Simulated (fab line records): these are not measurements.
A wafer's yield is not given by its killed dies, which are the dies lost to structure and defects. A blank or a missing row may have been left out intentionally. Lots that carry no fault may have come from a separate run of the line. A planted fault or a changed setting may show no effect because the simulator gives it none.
Which tool did it? / flow ritCmos / Sampling: 7 lots, 21 wafers, 2 of 202 route steps

## WHAT THE GAUGES SHOWED, per wafer
RIT_CONTACT_THK_MEAS_01.
lot=L921; measured=day 3 07:33; on=filmMetro-04; CONTACT_TEOS_THK (nm)=401 397 400
lot=L923; measured=day 3 18:07; on=filmMetro-04; CONTACT_TEOS_THK (nm)=395 402 402
lot=L927; measured=day 4 14:16; on=filmMetro-03; CONTACT_TEOS_THK (nm)=397 390 401
lot=L931; measured=day 5 10:47; on=filmMetro-04; CONTACT_TEOS_THK (nm)=0 0 0
lot=L939; measured=day 7 01:01; on=filmMetro-02; CONTACT_TEOS_THK (nm)=397 400 396
lot=L941; measured=day 7 11:00; on=filmMetro-04; CONTACT_TEOS_THK (nm)=399 394 406
lot=L943; measured=day 7 22:35; on=filmMetro-03; CONTACT_TEOS_THK (nm)=398 407 400

## TOOL THAT RAN EACH LOT (tool first, then ch and the chambers of the sampled wafers, then the start)
lot=L921; RIT_CONTACT_CVD_00=pecvd-03 ch 0,2, day 3 07:29
lot=L923; RIT_CONTACT_CVD_00=pecvd-02 ch 1,2, day 3 18:04
lot=L927; RIT_CONTACT_CVD_00=pecvd-03 ch 0,2, day 4 14:13
lot=L931; RIT_CONTACT_CVD_00=pecvd-01 ch 0,1, day 5 10:43
lot=L939; RIT_CONTACT_CVD_00=pecvd-03 ch 0,1,2, day 7 00:58
lot=L941; RIT_CONTACT_CVD_00=pecvd-02 ch 0,1,2, day 7 10:57
lot=L943; RIT_CONTACT_CVD_00=pecvd-01 ch 0,2, day 7 22:31
- RIT_CONTACT_CVD_00: deposits SiO2 from TEOS, target thk 400 nm, time 61 s.

## THE ANSWER, worked out from the rows above alone
Rule: usual is defined by the lots themselves. The widest of any qualifying gaps counts: lots, ordered by their means at a reading, are off when they make up no more than a third of the lots, leave a main group of 4 or more, and stand apart from it by 3 or more times the standard deviation of that group's means. A main group is skipped when, at the precision printed for the reading in the tables above, its means are all equal. Also off: a lot with no number at a reading for which 4 or more lots have one. Any other lot the step has rows for is counted as sound.
Off: L931, seen at RIT_CONTACT_THK_MEAS_01 (CONTACT_TEOS_THK). The main group: mean 399 nm, standard deviation 1.8.
If a tool, at a process step before that reading, ran all the lots that are off and no sound lot after the first of them, it fits. Gauges at RIT_CONTACT_THK_MEAS_01: tried the same way as those tools. No candidate that was tried fits.

## WHAT THE SIMULATOR HAD PUT IN
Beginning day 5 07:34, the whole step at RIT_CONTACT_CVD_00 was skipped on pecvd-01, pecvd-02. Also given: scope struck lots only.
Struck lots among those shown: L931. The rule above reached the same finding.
